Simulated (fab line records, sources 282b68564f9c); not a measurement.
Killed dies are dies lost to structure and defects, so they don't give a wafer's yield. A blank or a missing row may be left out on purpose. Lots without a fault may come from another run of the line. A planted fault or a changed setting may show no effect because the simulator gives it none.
fab line records | flow rit_cmos
record lots=7 wafers=21 last_day=8
route steps=202 shown CONTACT@172 M1@184
lots that met no fault: from a run of the same line without faults
start_h: hours from the record's first day to the start of the lot's first wafer shown | wait_h: hours since the lot's step before | " the same as in the row above | L1.1+2: a row that stands for several wafers | - no value, or no start given | * or withheld: withheld | < > ~ a bound
route shown NAME@n: a module of which the file shows steps, and the number in the route of the first | usual: mean/standard deviation of fault-free wafers | same: alike in all rows | chamber/n: place in a boat | sites: the reading at each site | _std_site: their standard deviation | _edge_site: outer sites' mean less inner sites' | radius_mm: how far each site lies from the wafer's centre | mask NAME#n: copy n | behind: the tool/chamber that last shaped the wafer | hold: why the lot was held/for how many hours/how that ended | device: the transistor (n, p or np) that didn't switch | end of line: the same wafers' tests at the end of the route | a step without rows: its recipe alone | killed: dies lost to structure and defects at the first sort, not the wafer's yield | map: a wafer's dies, x killed, . not, _ none there
set.NAME: the setting as run; set.NAME@STEP: as run at that earlier step | model.NAME: the simulator's own value behind a step, which no gauge read
lots at some steps of the route; a table a step, a row a wafer
services: from which hour (start_h, from the record's first day; less than 0 if before it) a tool's chamber was out of use, for how many hours, and why
## steps
# step RIT_CONTACT_SOFTBAKE_04
# recipe resist=NOVOLAK temp_c=90 time_s=60
# step RIT_CONTACT_EXPOSE_05
# recipe mask_id=M11 na=0.6 source_shape=conventional sigma_outer=0.5 target_cd_nm=1000 dose_mj=250
# step RIT_CONTACT_PEB_06
# recipe resist=NOVOLAK temp_c=withheld time_s=withheld
# step RIT_CONTACT_DEVELOP_07
# recipe resist=NOVOLAK develop_time_s=120 dev_temp_c=23
# step RIT_CONTACT_CD_MEAS_08
# recipe target_cd_nm=1000
# usual cd_nm=1000.4/2.4
# columns lot.wafer tool chamber start_h wait_h cd_nm
L957.2 cd_sem-02 - 66.29 - 1001.2
L957.4 " - " " 1000.6
L957.5 " - " " 998.7
L958.1 cd_sem-02 - 69.82 - 1001.8
L958.3 " - " " 999.0
L958.5 " - " " 999.9
L959.2 cd_sem-01 - 77.18 - 998.7
L959.3 " - " " 999.3
L959.4 " - " " 1000.3
L961.1 cd_sem-02 - 89.03 - 999.6
L961.2 " - " " 999.9
L961.4 " - " " 1000.9
L973.2 cd_sem-01 - 174.68 - 1001.1
L973.3 " - " " 1002.6
L973.5 " - " " 999.8
L975.1 cd_sem-01 - 175.14 - 1001.0
L975.4 " - " " 1001.9
L975.5 " - " " 1002.4
L978.2 cd_sem-02 - 188.21 - 995.7
L978.5 " - " " 997.3
L978.6 " - " " 996.0
# step RIT_CONTACT_OVL_MEAS_09
# usual CONTACT_OVL=-0.5/1.5
# columns lot.wafer tool chamber start_h wait_h CONTACT_OVL[nm]
L957.2 overlay-01 - 66.40 0.1 -1.7
L957.4 " - " " -0.4
L957.5 " - " " -1.9
L958.1 overlay-02 - 69.94 0.1 1.2
L958.3 " - " " 1.1
L958.5 " - " " 2.1
L959.2 overlay-02 - 77.28 0.1 2.4
L959.3 " - " " 1.4
L959.4 " - " " 0.3
L961.1 overlay-01 - 89.15 0.1 -2.6
L961.2 " - " " -3.2
L961.4 " - " " -1.3
L973.2 overlay-01 - 174.78 0.1 -2.2
L973.3 " - " " -2.8
L973.5 " - " " 0.1
L975.1 overlay-02 - 175.26 0.1 -3.0
L975.4 " - " " -0.4
L975.5 " - " " -0.8
L978.2 overlay-02 - 188.32 0.1 -0.7
L978.5 " - " " -1.0
L978.6 " - " " 0.0
# step RIT_CONTACT_HARDBAKE_10
# recipe resist=NOVOLAK temp_c=140 time_s=60
# step RIT_CONTACT_ETCH_11
# recipe target_depth_a=4800 over_etch_frac=0.2 stop_on=TiSi2 chemistry=CHF3/CF4/Ar target=SiO2 CHF3_flow_sccm=50 cf4_flow_sccm=10 Ar_flow_sccm=100 O2_flow_sccm=5 pressure_mtorr=100 rf_w=200 time_s=320
# usual chamber_pressure_mTorr=100.00/0.089 drypump_motor_current_A=5.9/0.43 mfc_ar_sccm=100.0/0.33 oes_product_au=0.991/0.021 rf_fwd_power_W=199.6/0.63 throttle_valve_pct=8.83/0.15
# columns lot.wafer tool chamber start_h wait_h chamber_pressure_mTorr drypump_motor_current_A mfc_ar_sccm oes_product_au rf_fwd_power_W rf_hours_counter_h throttle_valve_pct
L957.2 rie_diel-04 2 66.66 0.1 99.87 5.5 99.7 1.017 198.9 5 9.05
L957.4 " 0 " " 100.00 6.2 100.4 0.981 200.3 7 8.94
L957.5 " 3 " " 99.93 6.8 100.0 0.986 199.7 - 8.79
L958.1 rie_diel-03 1 70.12 0.1 99.87 5.7 100.2 1.001 199.6 98 9.01
L958.3 " 3 " " 99.93 5.5 100.4 1.015 198.8 103 8.74
L958.5 " 3 " " 100.05 5.5 100.5 1.013 199.4 - 8.75
L959.2 rie_diel-03 2 77.46 0.1 100.00 5.6 100.6 0.997 199.4 42 8.84
L959.3 " 0 " " 99.94 5.5 100.2 0.970 199.5 86 8.56
L959.4 " 1 " " 100.06 5.7 100.0 1.010 198.6 98 9.01
L961.1 rie_diel-04 2 89.34 0.1 100.14 5.5 99.9 1.021 199.5 6 9.05
L961.2 " 1 " " 100.02 5.7 99.7 0.954 200.8 159 8.83
L961.4 " 3 " " 99.95 6.8 100.4 0.983 198.5 6 8.78
L973.2 rie_diel-04 3 174.96 0.1 100.14 6.8 99.6 0.977 199.8 8 8.81
L973.3 " 1 " " 100.09 5.7 100.2 0.965 199.2 1 8.84
L973.5 " 1 " " 99.81 5.7 100.0 0.962 199.0 - 8.84
L975.1 rie_diel-01 3 175.57 0.1 99.91 5.6 99.8 0.960 199.9 142 8.91
L975.4 " 2 " " 99.93 5.8 99.8 1.003 200.1 7 8.65
L975.5 " 0 " " 99.97 6.0 99.6 0.959 198.5 - 8.66
L978.2 rie_diel-04 0 188.68 0.1 99.98 6.2 100.0 0.993 199.8 10 8.92
L978.5 " 3 " " 100.11 6.8 100.2 0.986 200.5 - 8.80
L978.6 " 2 " " 99.94 5.5 100.2 1.020 199.3 - 9.05
# step RIT_CONTACT_STRIP_12
# recipe chemistry=O2 time_s=180 resist=NOVOLAK platen_temp_c=withheld power_w=500 pressure_mtorr=4000 o2_flow_sccm=4000
# usual chamber_pressure_mTorr=4000/3.9 drypump_motor_current_A=5.9/0.46
# columns lot.wafer tool chamber start_h wait_h chamber_pressure_mTorr drypump_motor_current_A rf_hours_counter_h
L957.2 plasma_asher-02 0 66.85 0.1 3998 5.9 41
L957.4 " 0 " " 3993 5.9 -
L957.5 " 1 " " 4001 5.5 -
L958.1 plasma_asher-02 0 70.32 0.1 3997 5.9 42
L958.3 " 0 " " 3996 5.9 -
L958.5 " 1 " " 4002 5.5 -
L959.2 plasma_asher-03 0 77.66 0.1 3996 6.0 44
L959.3 " 1 " " 4002 6.8 -
L959.4 " 0 " " 4000 6.0 -
L961.1 plasma_asher-02 1 89.53 0.1 4001 5.5 43
L961.2 " 0 " " 4009 5.9 43
L961.4 " 0 " " 4003 5.9 -
L973.2 plasma_asher-01 1 175.16 0.1 4000 5.8 36
L973.3 " 0 " " 3995 5.4 -
L973.5 " 0 " " 4006 5.4 -
L975.1 plasma_asher-01 1 175.77 0.1 4000 5.8 37
L975.4 " 1 " " 4001 5.9 -
L975.5 " 0 " " 3995 5.4 -
L978.2 plasma_asher-02 0 188.87 0.1 4003 5.9 7
L978.5 " 1 " " 3991 5.5 -
L978.6 " 0 " " 3996 5.9 -
# step RIT_CONTACT_CD_MEAS_90
# recipe target_cd_nm=1000
# usual cd_nm=1000.4/2.4
# columns lot.wafer tool chamber start_h wait_h cd_nm
L957.2 cd_sem-02 - 67.05 0.1 1001.4
L957.4 " - " " 1000.2
L957.5 " - " " 998.9
L958.1 cd_sem-02 - 70.49 0.1 1001.4
L958.3 " - " " 998.4
L958.5 " - " " 999.2
L959.2 cd_sem-02 - 77.85 0.1 998.8
L959.3 " - " " 999.0
L959.4 " - " " 999.8
L961.1 cd_sem-01 - 89.71 0.1 999.9
L961.2 " - " " 1000.5
L961.4 " - " " 1001.1
L973.2 cd_sem-01 - 175.35 0.1 1001.8
L973.3 " - " " 1002.8
L973.5 " - " " 1000.3
L975.1 cd_sem-01 - 175.94 0.1 1001.0
L975.4 " - " " 1002.0
L975.5 " - " " 1002.1
L978.2 cd_sem-02 - 189.06 0.1 995.6
L978.5 " - " " 997.3
L978.6 " - " " 996.4
# step RIT_CONTACT_CLEAN_13
# recipe chemistry=SC1 mix=3:3:50 time_s=600 temp_c=75
# step RIT_CONTACT_CLEAN_14
# recipe chemistry=SC2 mix=3:3:50 time_s=600 temp_c=75 dry=n2_spin
# step RIT_M1_SPUTTER_00
# recipe material=Al target_thk_nm=400 power_w=2000 chamber_pressure_pa=0.4 gas=Ar time_s=500 substrate_temp_c=25
# usual chamber_pressure_pa=0.4000/0.00083 throttle_valve_pct=29.7/0.99
# columns lot.wafer tool chamber start_h wait_h chamber_pressure_pa throttle_valve_pct
L957.2 pvd_sputter-03 - 67.51 0.0 0.4018 28.4
L957.4 " - " " 0.4003 30.0
L957.5 " - " " 0.4007 28.3
L957.2 pvd_sputter-03 - 67.97 0.3 0.3990 28.4
L957.4 " - " " 0.3993 30.0
L957.5 " - " " 0.3994 28.6
L958.1 pvd_sputter-02 - 70.99 0.0 0.3987 30.4
L958.3 " - " " 0.4000 29.4
L958.5 " - " " 0.4004 28.8
L959.2 pvd_sputter-03 - 78.33 0.0 0.4014 31.6
L959.3 " - " " 0.4012 30.4
L959.4 " - " " 0.3990 28.9
L959.2 pvd_sputter-03 - 78.79 0.3 0.4002 31.8
L959.3 " - " " 0.3996 30.2
L959.4 " - " " 0.4009 28.7
L961.1 pvd_sputter-03 - 90.18 0.0 0.4005 31.8
L961.2 " - " " 0.4016 28.0
L961.4 " - " " 0.4004 28.2
L961.1 pvd_sputter-03 - 90.64 0.3 0.4003 31.8
L961.2 " - " " 0.4001 28.1
L961.4 " - " " 0.3997 28.2
L973.2 pvd_sputter-02 - 175.82 0.0 0.3999 29.7
L973.3 " - " " 0.3994 29.2
L973.5 " - " " 0.3987 29.5
L975.1 pvd_sputter-04 - 176.43 0.0 0.3992 30.3
L975.4 " - " " 0.3988 29.7
L975.5 " - " " 0.4012 28.9
L978.2 pvd_sputter-02 - 189.55 0.0 0.4009 29.0
L978.5 " - " " 0.3988 29.4
L978.6 " - " " 0.4009 28.7
# step RIT_M1_RS_MEAS_01
# recipe thk_meas_gauge=four-point-probe reads=Al_of_M1_SPUTTER_00
# usual M1_AL_RS=0.0731/0.0009
# columns lot.wafer tool chamber start_h wait_h M1_AL_RS[ohm/sq]
L957.2 film_metro-01 - 68.29 0.2 0.0363
L957.4 " - " " 0.0359
L957.5 " - " " 0.0362
L958.1 film_metro-03 - 71.29 0.1 0.0701
L958.3 " - " " 0.0728
L958.5 " - " " 0.0712
L959.2 film_metro-02 - 79.11 0.2 0.0359
L959.3 " - " " 0.0359
L959.4 " - " " 0.0362
L961.1 film_metro-01 - 90.93 0.1 0.0363
L961.2 " - " " 0.0364
L961.4 " - " " 0.0363
L973.2 film_metro-01 - 176.13 0.2 0.0740
L973.3 " - " " 0.0724
L973.5 " - " " 0.0741
L975.1 film_metro-02 - 176.75 0.2 0.0734
L975.4 " - " " 0.0736
L975.5 " - " " 0.0733
L978.2 film_metro-03 - 189.86 0.2 0.0731
L978.5 " - " " 0.0746
L978.6 " - " " 0.0727
# step RIT_M1_THK_MEAS_02
# recipe thk_meas_gauge=xrf reads=Al_of_M1_SPUTTER_00
# usual M1_AL_THK=404/5.4
# columns lot.wafer tool chamber start_h wait_h M1_AL_THK[nm]
L957.2 film_metro-01 - 68.40 0.1 806
L957.4 " - " " 822
L957.5 " - " " 810
L958.1 film_metro-03 - 71.41 0.1 420
L958.3 " - " " 405
L958.5 " - " " 413
L959.2 film_metro-02 - 79.22 0.1 811
L959.3 " - " " 812
L959.4 " - " " 803
L961.1 film_metro-01 - 91.05 0.1 810
L961.2 " - " " 808
L961.4 " - " " 809
L973.2 film_metro-01 - 176.24 0.1 403
L973.3 " - " " 410
L973.5 " - " " 398
L975.1 film_metro-02 - 176.87 0.1 397
L975.4 " - " " 396
L975.5 " - " " 400
L978.2 film_metro-03 - 189.97 0.1 404
L978.5 " - " " 397
L978.6 " - " " 405
# step RIT_M1_HMDS_03
# recipe prime_time_s=60 prime_temp_c=140
# step RIT_M1_COAT_04
# recipe resist=NOVOLAK spin_rpm=2000 resist_thk_nm=1300
# step RIT_M1_SOFTBAKE_05
# recipe resist=NOVOLAK temp_c=90 time_s=60
# step RIT_M1_EXPOSE_06
# recipe mask_id=M12 na=0.6 source_shape=conventional sigma_outer=0.5 target_cd_nm=2600 dose_mj=250
# step RIT_M1_PEB_07
# recipe resist=NOVOLAK temp_c=withheld time_s=withheld
# step RIT_M1_DEVELOP_08
# recipe resist=NOVOLAK develop_time_s=68 dev_temp_c=23
# step RIT_M1_CD_MEAS_09
# recipe target_cd_nm=2600
# usual cd_nm=2599.7/2.8
# columns lot.wafer tool chamber start_h wait_h cd_nm
L957.2 cd_sem-01 - 70.02 - 2597.6
L957.4 " - " " 2595.8
L957.5 " - " " 2596.8
L958.1 cd_sem-02 - 72.81 - 2603.6
L958.3 " - " " 2603.2
L958.5 " - " " 2602.5
L959.2 cd_sem-02 - 80.17 - 2598.4
L959.3 " - " " 2598.6
L959.4 " - " " 2600.5
L961.1 cd_sem-01 - 91.99 - 2595.9
L961.2 " - " " 2594.8
L961.4 " - " " 2598.1
L973.2 cd_sem-01 - 177.56 - 2602.2
L973.3 " - " " 2602.6
L973.5 " - " " 2602.6
L975.1 cd_sem-01 - 177.88 - 2606.8
L975.4 " - " " 2604.1
L975.5 " - " " 2604.8
L978.2 cd_sem-02 - 191.64 - 2602.0
L978.5 " - " " 2600.1
L978.6 " - " " 2600.0
# step RIT_M1_OVL_MEAS_10
# usual M1_OVL=0.9/1.2
# columns lot.wafer tool chamber start_h wait_h M1_OVL[nm]
L957.2 overlay-01 - 70.12 0.1 1.7
L957.4 " - " " 1.7
L957.5 " - " " 1.4
L958.1 overlay-01 - 72.93 0.1 1.1
L958.3 " - " " 1.6
L958.5 " - " " 0.0
L959.2 overlay-02 - 80.27 0.1 1.1
L959.3 " - " " 0.2
L959.4 " - " " 0.8
L961.1 overlay-02 - 92.11 0.1 -0.4
L961.2 " - " " 0.4
L961.4 " - " " 0.8
L973.2 overlay-02 - 177.66 0.1 1.1
L973.3 " - " " 0.3
L973.5 " - " " 0.6
L975.1 overlay-01 - 178.00 0.1 1.8
L975.4 " - " " -0.1
L975.5 " - " " 1.2
L978.2 overlay-01 - 191.75 0.1 2.0
L978.5 " - " " 1.4
L978.6 " - " " -0.6
# step RIT_M1_HARDBAKE_11
# recipe resist=NOVOLAK temp_c=140 time_s=120
# step RIT_M1_METAL_ETCH_12
# recipe stop_on=SiO2 chemistry=Cl2/BCl3 target=Al time_s=165 over_etch_frac=0.5 pressure_mtorr=100 target_depth_a=6000 rf_w=250 Cl2_flow_sccm=60 bcl3_flow_sccm=50
# usual chamber_pressure_mTorr=100.01/0.084 drypump_motor_current_A=5.4/0.52 oes_product_au=0.778/0.0094 rf_fwd_power_W=248.9/0.8 throttle_valve_pct=8.29/0.15
# columns lot.wafer tool chamber start_h wait_h chamber_pressure_mTorr drypump_motor_current_A oes_product_au rf_fwd_power_W rf_hours_counter_h throttle_valve_pct model.etch.depth_nm model.M1.feature_depth_nm
L957.2 rie_metal-03 1 70.40 0.2 99.92 6.4 1.010 249.8 2 8.16 609.3 609.3
L957.4 " 0 " " 99.74 4.9 1.000 248.7 - 8.32 604.3 604.3
L957.5 " 1 " " 100.03 6.4 0.997 249.6 - 8.15 605.7 605.7
L958.1 rie_metal-04 0 73.21 0.2 100.13 5.6 0.794 247.9 33 8.16 418.8 449.4
L958.3 " 1 " " 100.12 4.8 0.777 250.3 - 8.49 403.1 437
L958.5 " 1 " " 100.07 4.9 0.795 250.3 - 8.49 413 447
L959.2 rie_metal-02 1 80.92 0.2 100.06 5.6 1.009 248.7 - 8.42 612.7 612.7
L959.3 " 1 " " 100.04 5.6 1.001 248.0 - 8.42 612.4 612.4
L959.4 " 1 " " 100.01 5.6 1.012 247.5 - 8.42 617.8 617.8
L961.1 rie_metal-04 0 92.40 0.2 99.92 5.6 0.950 248.4 33 8.16 562.5 562.5
L961.2 " 1 " " 99.78 4.9 1.036 248.7 39 8.46 630 630
L961.4 " 0 " " 99.99 5.6 0.957 249.5 - 8.16 564.1 564.1
L973.2 rie_metal-02 1 178.13 0.2 99.98 5.6 0.759 249.4 5 8.46 397 430.6
L973.3 " 1 " " 99.99 5.6 0.778 249.6 - 8.45 405.8 439.3
L973.5 " 1 " " 100.21 5.6 0.773 248.7 - 8.47 395.5 429.1
L975.1 rie_metal-03 1 178.57 0.2 100.13 6.4 0.775 248.5 3 8.20 400.2 433.3
L975.4 " 0 " " 99.95 4.9 0.779 248.1 - 8.35 398.7 431.5
L975.5 " 0 " " 99.96 4.9 0.773 249.3 - 8.36 400.9 433.5
L978.2 rie_metal-04 1 192.08 0.2 99.97 4.8 0.780 248.5 0 8.49 401.3 435.3
L978.5 " 0 " " 99.96 5.7 0.759 249.3 - 8.18 393.1 424.7
L978.6 " 1 " " 100.09 4.8 0.793 248.3 - 8.50 404 438
# step RIT_M1_STRIP_13
# recipe chemistry=nmp resist=NOVOLAK temp_c=80 time_s=600 dry=n2_spin
# step RIT_M1_PROBE_99
# usual defect_limited_yield=97.3/1.2 killed_at_M0_to_M3=0.0/0.14 killed_at_contacts=0.1/0.3 killed_at_front_end=7/3.1 killed_dies=7/3.1 killed_on_rim=1.9/1.5 killed_open=3.8/2.3 killed_short=3.2/1.9 sort_bin_3_pad_short=0.1/0.2 sort_bin_5_function=1.6/0.91 sort_bin_6_memory=1.0/0.6 sort_n_pass=257/3.1 sort_yield_pct=97.3/1.2
# same gross_dies=264 killed_at_M4_up=0 killed_at_back_side=0 killed_at_other=0
# columns lot.wafer tool chamber start_h wait_h defect_limited_yield[%] killed_at_M0_to_M3 killed_at_contacts killed_at_front_end killed_dies killed_on_rim killed_open killed_short sort_bin_3_pad_short[%] sort_bin_5_function[%] sort_bin_6_memory[%] sort_n_pass sort_yield_pct[%]
L957.2 prober-01 - 72.79 0.1 0 256 0 8 264 70 4 4 0 99.2 0.8 0 0
L957.4 prober-01 - 72.89 0.2 0 254 0 10 264 70 5 6 0 97.3 2.7 0 0
L957.5 prober-01 - 72.94 0.2 0 258 0 6 264 70 1 5 0.4 98.5 1.1 0 0
L958.1 prober-02 - 75.48 0.1 98.1 0 0 5 5 0 3 2 0 0.8 1.1 259 98.1
L958.3 prober-02 - 75.58 0.2 98.5 0 0 4 4 0 2 2 0 0.8 0.8 260 98.5
L958.5 prober-02 - 75.68 0.2 98.9 0 0 3 3 2 1 2 0 1.1 0 261 98.9
L959.2 prober-01 - 83.38 0.1 0 258 0 6 264 70 4 2 0 99.6 0.4 0 0
L959.3 prober-01 - 83.43 0.2 0 261 1 2 264 70 2 1 0 99.6 0.4 0 0
L959.4 prober-01 - 83.48 0.2 0 259 0 5 264 70 3 2 0.4 98.5 1.1 0 0
L961.1 prober-01 - 94.65 0.1 0 259 2 3 264 70 2 3 0 99.6 0.4 0 0
L961.2 prober-01 - 94.70 0.1 0 255 0 9 264 70 5 4 0 99.2 0.8 0 0
L961.4 prober-01 - 94.80 0.2 0 261 0 3 264 70 0 3 0 100.0 0 0 0
L973.2 prober-02 - 180.44 0.1 97.3 0 0 7 7 3 5 2 0 1.1 1.5 257 97.3
L973.3 prober-02 - 180.49 0.2 98.1 0 0 5 5 2 3 2 0 1.5 0.4 259 98.1
L973.5 prober-02 - 180.59 0.2 97.3 0 0 7 7 2 6 1 0 2.3 0.4 257 97.3
L975.1 prober-02 - 181.89 0.1 98.9 0 0 3 3 1 2 1 0 1.1 0 261 98.9
L975.4 prober-02 - 182.04 0.2 96.6 0 0 9 9 3 2 7 0.4 1.5 1.5 255 96.6
L975.5 prober-02 - 182.09 0.2 98.5 0 0 4 4 0 1 3 0 1.1 0.4 260 98.5
L978.2 prober-02 - 194.39 0.1 97.3 0 0 7 7 1 3 4 0 1.1 1.5 257 97.3
L978.5 prober-02 - 194.54 0.2 97.3 0 1 6 7 1 3 4 0.4 1.1 1.1 257 97.3
L978.6 prober-02 - 194.59 0.2 97.3 0 0 7 7 0 2 5 0 1.1 1.5 257 97.3
# killed by level:class
L957.2 M1:area_etch=256 GATE:geometric_particle:short=4 GATE:geometric_particle:open=2 FOX1:geometric_particle:open=1 SILICIDE:geometric_particle:open=1
L957.4 M1:area_etch=253 FOX1:geometric_particle:short=3 GATE:geometric_particle:open=2 FOX1:geometric_particle:open=1 FOX2:geometric_particle:open=1 GATE:geometric_particle:short=1 SPACER:geometric_particle:short=1 SILICIDE:geometric_particle:open=1
L957.5 M1:area_etch=258 REOX:geometric_particle:short=2 FOX2:geometric_particle:short=1 GATE:geometric_particle:short=1 REOX:geometric_particle:open=1 SPACER:geometric_particle:short=1
L958.1 GATE:geometric_particle:open=2 FOX1:geometric_particle:short=1 SPACER:geometric_particle:short=1 SILICIDE:geometric_particle:open=1
L958.3 FOX2:geometric_particle:short=1 GATE:geometric_particle:open=1 REOX:geometric_particle:short=1 SILICIDE:geometric_particle:open=1
L958.5 REOX:geometric_particle:short=1 SPACER:geometric_particle:short=1 SILICIDE:geometric_particle:open=1
L959.2 M1:area_etch=258 GATE:geometric_particle:open=2 FOX1:geometric_particle:open=1 GATE:geometric_particle:short=1 REOX:geometric_particle:short=1 SPACER:geometric_particle:open=1
L959.3 M1:area_etch=261 GATE:geometric_particle:open=1 REOX:geometric_particle:short=1 CONTACT:geometric_particle:open=1
L959.4 M1:area_etch=259 ACTIVE:geometric_particle:open=1 GATE:geometric_particle:open=1 GATE:geometric_particle:short=1 SPACER:geometric_particle:open=1 SPACER:geometric_particle:short=1
L961.1 M1:area_etch=259 REOX:geometric_particle:open=1 REOX:geometric_particle:short=1 SPACER:geometric_particle:short=1 CONTACT:geometric_particle:open=1 CONTACT:geometric_particle:short=1
L961.2 M1:area_etch=255 GATE:geometric_particle:short=2 GATE:geometric_particle:open=2 FOX1:geometric_particle:open=1 FOX2:geometric_particle:short=1 FOX2:geometric_particle:open=1 SILICIDE:geometric_particle:open=1 SILICIDE:geometric_particle:short=1
L961.4 M1:area_etch=261 SILICIDE:geometric_particle:short=2 FOX1:geometric_particle:short=1
L973.2 GATE:geometric_particle:open=2 REOX:geometric_particle:open=2 FOX1:geometric_particle:short=1 GATE:geometric_particle:short=1 SPACER:geometric_particle:open=1
L973.3 SPACER:geometric_particle:open=2 GATE:geometric_particle:open=1 GATE:geometric_particle:short=1 SPACER:geometric_particle:short=1
L973.5 SPACER:geometric_particle:open=4 GATE:geometric_particle:open=1 GATE:geometric_particle:short=1 REOX:geometric_particle:open=1
L975.1 FOX2:geometric_particle:short=1 GATE:geometric_particle:open=1 SILICIDE:geometric_particle:open=1
L975.4 GATE:geometric_particle:short=5 FOX1:geometric_particle:short=2 GATE:geometric_particle:open=2
L975.5 SILICIDE:geometric_particle:short=2 GATE:geometric_particle:open=1 REOX:geometric_particle:short=1
L978.2 REOX:geometric_particle:short=2 SPACER:geometric_particle:short=2 FOX1:geometric_particle:open=1 GATE:geometric_particle:open=1 SPACER:geometric_particle:open=1
L978.5 SPACER:geometric_particle:short=2 FOX1:geometric_particle:open=1 GATE:geometric_particle:open=1 REOX:geometric_particle:short=1 SPACER:geometric_particle:open=1 CONTACT:geometric_particle:short=1
L978.6 GATE:geometric_particle:short=2 FOX1:geometric_particle:short=1 FOX2:geometric_particle:short=1 FOX2:geometric_particle:open=1 REOX:geometric_particle:open=1 REOX:geometric_particle:short=1
# map L957.2 (x killed, . not)
________xxxxxxx_______
_____xxxxxxxxxxxxx____
____xxxxxxxxxxxxxxx___
___xxxxxxxxxxxxxxxxx__
__xxxxxxxxxxxxxxxxxxx_
__xxxxxxxxxxxxxxxxxxx_
_xxxxxxxxxxxxxxxxxxxxx
_xxxxxxxxxxxxxxxxxxxxx
_xxxxxxxxxxxxxxxxxxxxx
_xxxxxxxxxxxxxxxxxxxxx
__xxxxxxxxxxxxxxxxxxx_
__xxxxxxxxxxxxxxxxxxx_
___xxxxxxxxxxxxxxxxx__
____xxxxxxxxxxxxxxx___
_____xxxxxxxxxxxxx____
________xxxxxxx_______
# map L959.2 (x killed, . not)
________xxxxxxx_______
_____xxxxxxxxxxxxx____
____xxxxxxxxxxxxxxx___
___xxxxxxxxxxxxxxxxx__
__xxxxxxxxxxxxxxxxxxx_
__xxxxxxxxxxxxxxxxxxx_
_xxxxxxxxxxxxxxxxxxxxx
_xxxxxxxxxxxxxxxxxxxxx
_xxxxxxxxxxxxxxxxxxxxx
_xxxxxxxxxxxxxxxxxxxxx
__xxxxxxxxxxxxxxxxxxx_
__xxxxxxxxxxxxxxxxxxx_
___xxxxxxxxxxxxxxxxx__
____xxxxxxxxxxxxxxx___
_____xxxxxxxxxxxxx____
________xxxxxxx_______
## services
# columns tool chamber start_h hours kind
rie_metal-04 1 60.78 5.2 repair
rie_metal-03 - 69.57 0.2 repair
rie_metal-02 0 74.41 7.7 repair
plasma_asher-02 - 74.68 1.6 repair
pvd_sputter-04 - 79.21 23.4 repair
rie_diel-01 3 92.26 14.8 repair
rie_metal-04 1 95.46 3.5 repair
rie_diel-03 2 97.27 7.3 repair
rie_diel-04 1 107.48 - clean
rie_diel-04 1 107.48 25.6 scheduled_down
rie_diel-04 1 107.48 25.6 vent_cycle
plasma_asher-02 - 108.75 9.0 pm
plasma_asher-02 0 108.75 9.0 vent_cycle
pvd_sputter-04 - 130.65 1.9 repair
rie_metal-04 - 136.12 20.0 pm
rie_metal-02 1 137.18 27.6 repair
pvd_sputter-02 - 137.72 1.1 repair
rie_diel-04 2 144.64 3.8 repair
rie_diel-04 - 148.14 0.9 repair
rie_diel-01 - 149.47 1.2 repair
rie_diel-04 3 157.77 2.6 repair
rie_diel-03 2 168.89 3.0 repair
plasma_asher-01 - 169.32 2.1 repair
rie_metal-04 - 172.82 0.7 repair
## key
first_sign step=RIT_M1_SPUTTER_00 reading=visit direction=added
effect step=RIT_M1_RS_MEAS_01 reading=M1_AL_RS direction=down sigmas=41 usual=0.0731 struck=0.0361
effect step=RIT_M1_THK_MEAS_02 reading=M1_AL_THK direction=up sigmas=76 usual=404 struck=810
effect step=RIT_M1_METAL_ETCH_12 reading=oes_product_au direction=up sigmas=23 usual=0.778 struck=0.997
effect step=RIT_M1_PROBE_99 reading=killed_at_M0_to_M3 direction=up sigmas=99+ usual=0.0 struck=257.9
model_effect step=RIT_M1_METAL_ETCH_12 value=etch.depth_nm without=401.7 struck=602.1
more_kills_born_at RIT_M1_METAL_ETCH_12@rie_metal-02=778 RIT_M1_METAL_ETCH_12@rie_metal-04=775 RIT_M1_METAL_ETCH_12@rie_metal-03=767
met_at RIT_M1_SPUTTER_00
struck_wafers L957.2,L957.4,L957.5,L959.2,L959.3,L959.4,L961.1,L961.2,L961.4
later_rows_left_out L957.2,L957.4,L957.5,L959.2,L959.3,L959.4,L961.1,L961.2,L961.4
fault kind=repeated_step_whole tool=pvd_sputter-02,pvd_sputter-03,pvd_sputter-04 chamber=- onset_h=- steps=RIT_M1_SPUTTER_00 times=1 scope=struck_lots_only
# later_rows_left_out: the simulator's readings of these wafers behind a module that went badly wrong aren't trusted and aren't shown, but for the sort
